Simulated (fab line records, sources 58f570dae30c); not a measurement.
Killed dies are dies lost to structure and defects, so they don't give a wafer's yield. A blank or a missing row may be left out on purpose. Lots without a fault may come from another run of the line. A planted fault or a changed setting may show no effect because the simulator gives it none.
Split-lot experiment | flow berkeley_cmos170 | 5 lots, 23 wafers read, on a route of 331 steps

THE SPLIT
At UCB170_NVT_IMPLANT_07, the setting energy_kev was moved away from the recipe's 50 on 9 of the 23 wafers read, by -4.8% to +3.2%. The other wafers ran this setting at the recipe's value.

FROM THE SPLIT TO THE READING: what the file shows between them, 1 step
- UCB170_NVT_STRIP_08: strips in O2

THE READING
NVT_TW, at UCB170_NVT_TW_MEAS_09. Fault-free wafers of this fab line usually give 524, standard deviation 3.

wafer  | tool, chamber at the split | energy_kev as run | against the recipe | NVT_TW | against lot-mates on the recipe
L074.1 | implanter-02, 0            | 50                | recipe             | 529    | -
L074.2 | implanter-02, 0            | 50                | recipe             | 528    | -
L074.3 | implanter-02, 0            | 50                | recipe             | 530    | -
L074.4 | implanter-02, 0            | 51.6              | +3.2%              | 533    | +4
L074.5 | implanter-02, 0            | 51.6              | +3.2%              | 534    | +5
L076.1 | implanter-02, 0            | 50                | recipe             | 523    | -
L076.2 | implanter-02, 0            | 48.36             | -3.3%              | 518    | -5
L076.4 | implanter-02, 0            | 50                | recipe             | 523    | -
L076.5 | implanter-02, 0            | 48.36             | -3.3%              | 519    | -4
L076.6 | implanter-02, 0            | 48.36             | -3.3%              | 517    | -6
L080.1 | implanter-02, 0            | 50                | recipe             | 527    | -
L080.2 | implanter-02, 0            | 50                | recipe             | 526    | -
L080.6 | implanter-02, 0            | 50                | recipe             | 525    | -
L084.1 | implanter-04, 0            | 48.22             | -3.6%              | 523    | -5
L084.2 | implanter-04, 0            | 50                | recipe             | 528    | -
L084.4 | implanter-04, 0            | 50                | recipe             | 530    | -
L084.5 | implanter-04, 0            | 50                | recipe             | 525    | -
L084.6 | implanter-04, 0            | 48.22             | -3.6%              | 525    | -3
L083.1 | implanter-03, 0            | 50                | recipe             | 521    | -
L083.2 | implanter-03, 0            | 47.6              | -4.8%              | 515    | -7
L083.3 | implanter-03, 0            | 50                | recipe             | 524    | -
L083.4 | implanter-03, 0            | 50                | recipe             | 522    | -
L083.5 | implanter-03, 0            | 47.6              | -4.8%              | 515    | -7

THE FIT
A straight line over all 23 wafers: NVT_TW changes by +2 for each +1% of energy_kev; r = +0.84; the points scatter about the line by 3.
The same after taking each lot's own level away (the mean of its wafers on the recipe; 23 wafers): +1.41 for each +1%; r = +0.93; scatter 1.2.
On that fit, the largest move of energy_kev shifts the reading by 6.8.
The lots' own levels span 522.3 to 529.0, that is 2.2 times the standard deviation above.
So the lot-to-lot level changes the slope: the two fits differ.
Check: with one of the wafers moved furthest among these (-4.8%) left out of the fit, the line predicts -6.6 for it against its lot-mates. It came out at -7.33 against them.

OTHER SPLITS ON THESE WAFERS
These wafers also went through other splits before the reading. Each is held against what the fit with the lots' levels taken away leaves over:
other split on the same wafers      | wafers away from the commonest value | r with NVT_TW (lot level and that fit taken away)
UCB170_START_OXIDATION_02 ox_time_s | 15                                   | -0.18
UCB170_ZERO_STRIP_07 o2_flow_sccm   | 4                                    | +0.05
UCB170_NWELL_ETCH_13 time_s         | 9                                    | +0.32
UCB170_NWELL_IMPLANT_14 energy_kev  | 7                                    | +0.09
UCB170_PWELL_ETCH_14 time_s         | 11                                   | -0.14
UCB170_PWELL_IMPLANT_15 energy_kev  | 7                                    | +0.14
UCB170_ACTIVE_COAT_08 resist_thk_nm | 9                                    | -0.55
UCB170_ACTIVE_PEB_11 peb_temp_c     | 5                                    | +0.18

THE WHOLE CHAIN: every reading that the file lists as answering this split, in the file's order
step                  | what it does | reading                                                         | change (the file's fit)               | r (the file's)
UCB170_NVT_IMPLANT_07 |              | implant.rp_nm (the simulator's own value, which no gauge read)  | +0.372 nm for each +1% of the setting | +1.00
UCB170_NVT_IMPLANT_07 |              | implant.drp_nm (the simulator's own value, which no gauge read) | +0.134 nm for each +1% of the setting | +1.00
UCB170_NVT_TW_MEAS_09 |              | NVT_TW                                                          | +1.39 for each +1% of the setting     | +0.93

THE FILE'S OWN FIT
NVT_TW changes by +1.39 for each +1% of energy_kev, r = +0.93.
